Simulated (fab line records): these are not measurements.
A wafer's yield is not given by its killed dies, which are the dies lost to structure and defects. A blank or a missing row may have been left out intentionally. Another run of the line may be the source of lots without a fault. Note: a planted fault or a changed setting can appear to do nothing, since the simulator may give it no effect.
Shared-tool check | flow berkeleyCmos170 | 14 lots and 42 wafers in the sample

== REASON FOR OPENING ==
Of 14 lots, 2 have the reading PSD_RS flagged at UCB170_SDANNEAL_RS_MEAS_02. Fault-free wafers read 75.65 ohm/sq, with a standard deviation of 0.25.
Rule: a lot is flagged when every wafer of it that has a number lies more than 4 standard deviations from that mean, or none has a number. All remaining lots are regarded as sound.

lot  | measured     | on           | PSD_RS (ohm/sq), wafer by wafer | flag
L912 | day 8 08:07  | filmMetro-01 | 75.95 76.09 75.79               | 
L911 | day 8 09:42  | filmMetro-01 | 75.32 75.48 75.08               | 
L915 | day 8 18:19  | filmMetro-03 | 75.23 75.58 75.75               | 
L916 | day 8 18:59  | filmMetro-04 | 70.10 69.91 70.01               | FLAGGED
L919 | day 9 17:19  | filmMetro-01 | 69.89 69.97 69.86               | FLAGGED
L920 | day 9 17:52  | filmMetro-01 | 75.81 75.61 75.45               | 
L927 | day 11 08:12 | filmMetro-04 | 75.41 75.16 75.33               | 
L925 | day 11 08:28 | filmMetro-03 | 75.82 75.68 75.88               | 
L929 | day 11 23:53 | filmMetro-04 | 75.70 75.91 75.88               | 
L930 | day 12 00:26 | filmMetro-04 | 75.55 75.86 75.87               | 
L931 | day 12 12:14 | filmMetro-04 | 75.75 75.66 75.74               | 
L933 | day 12 12:31 | filmMetro-01 | 75.08 75.52 75.29               | 
L932 | day 12 12:55 | filmMetro-04 | 75.36 75.01 75.61               | 
L934 | day 13 00:43 | filmMetro-04 | 75.17 75.48 75.45               | 
The mean of the flagged lots' numbers is 69.96 ohm/sq, -5.69 ohm/sq from the usual (-23 standard deviations).

== WHICH TOOL RAN EACH LOT ==
The record holds 2 process steps before the reading, out of a route of 331 steps. Every cell lists first the tool, next ch and the chambers used by the sampled wafers, and last the start.
lot  | flag    | UCB170_SDANNEAL_RTA_00          | UCB170_SDANNEAL_RTA_01
L912 |         | rtpAnneal-01 ch 0, day 8 07:59  | rtpAnneal-01 ch 0, day 8 08:03
L911 |         | rtpAnneal-01 ch 0, day 8 09:34  | rtpAnneal-01 ch 0, day 8 09:38
L915 |         | rtpAnneal-01 ch 0, day 8 18:11  | rtpAnneal-01 ch 0, day 8 18:15
L916 | FLAGGED | rtpAnneal-01 ch 0, day 8 18:37  | rtpAnneal-01 ch 0, day 8 18:41
L919 | FLAGGED | rtpAnneal-01 ch 0, day 9 17:11  | rtpAnneal-01 ch 0, day 9 17:15
L920 |         | rtpAnneal-02 ch 0, day 9 17:39  | rtpAnneal-02 ch 0, day 9 17:43
L927 |         | rtpAnneal-02 ch 0, day 11 08:04 | rtpAnneal-02 ch 0, day 11 08:08
L925 |         | rtpAnneal-02 ch 0, day 11 08:21 | rtpAnneal-02 ch 0, day 11 08:25
L929 |         | rtpAnneal-02 ch 0, day 11 23:38 | rtpAnneal-02 ch 0, day 11 23:46
L930 |         | rtpAnneal-02 ch 0, day 12 00:09 | rtpAnneal-02 ch 0, day 12 00:13
L931 |         | rtpAnneal-01 ch 0, day 12 12:07 | rtpAnneal-01 ch 0, day 12 12:10
L933 |         | rtpAnneal-02 ch 0, day 12 12:22 | rtpAnneal-02 ch 0, day 12 12:26
L932 |         | rtpAnneal-01 ch 0, day 12 12:47 | rtpAnneal-01 ch 0, day 12 12:51
L934 |         | rtpAnneal-01 ch 0, day 13 00:36 | rtpAnneal-01 ch 0, day 13 00:40
These steps, and what they do:
- UCB170_SDANNEAL_RTA_00: time 10 s.
- UCB170_SDANNEAL_RTA_01: time 5 s.
- UCB170_SDANNEAL_RS_MEAS_02: measures by four-point-probe.

== FLAGGED OVER TOTAL, TOOL BY TOOL (the gauges that took the reading come last) ==
step                       | tool         | lots run | flagged | share of the flagged lots | sound lots run after its first flagged lot
UCB170_SDANNEAL_RTA_00     | rtpAnneal-01 | 8        | 2       | all                       | 3 (L931,L932,L934)
UCB170_SDANNEAL_RTA_00     | rtpAnneal-02 | 6        | 0       | none                      | -
UCB170_SDANNEAL_RTA_01     | rtpAnneal-01 | 8        | 2       | all                       | 3 (L931,L932,L934)
UCB170_SDANNEAL_RTA_01     | rtpAnneal-02 | 6        | 0       | none                      | -
UCB170_SDANNEAL_RS_MEAS_02 | filmMetro-01 | 5        | 1       | some                      | 2 (L920,L933)
UCB170_SDANNEAL_RS_MEAS_02 | filmMetro-03 | 2        | 0       | none                      | -
UCB170_SDANNEAL_RS_MEAS_02 | filmMetro-04 | 7        | 1       | some                      | 6 (L927,L929,L930,L931,L932,L934)

== WHAT THE TABLE PERMITS ==
rtpAnneal-01 at UCB170_SDANNEAL_RTA_00 and rtpAnneal-01 at UCB170_SDANNEAL_RTA_01 are the 2 rows of the table that ran each flagged lot.
- rtpAnneal-01 at UCB170_SDANNEAL_RTA_00: 2 of its 8 lots flagged. Lots that were sound ran on it after the first flagged one (L931, L932, L934); a persistent fault on the entire tool would not allow that.
- rtpAnneal-01 at UCB170_SDANNEAL_RTA_01: 2 of its 8 lots flagged. Lots that were sound ran on it after the first flagged one (L931, L932, L934); a persistent fault on the entire tool would not allow that.
No row of the table ran every flagged lot and no sound lot after the first.

== WHAT THE SIMULATOR HAD INSERTED ==
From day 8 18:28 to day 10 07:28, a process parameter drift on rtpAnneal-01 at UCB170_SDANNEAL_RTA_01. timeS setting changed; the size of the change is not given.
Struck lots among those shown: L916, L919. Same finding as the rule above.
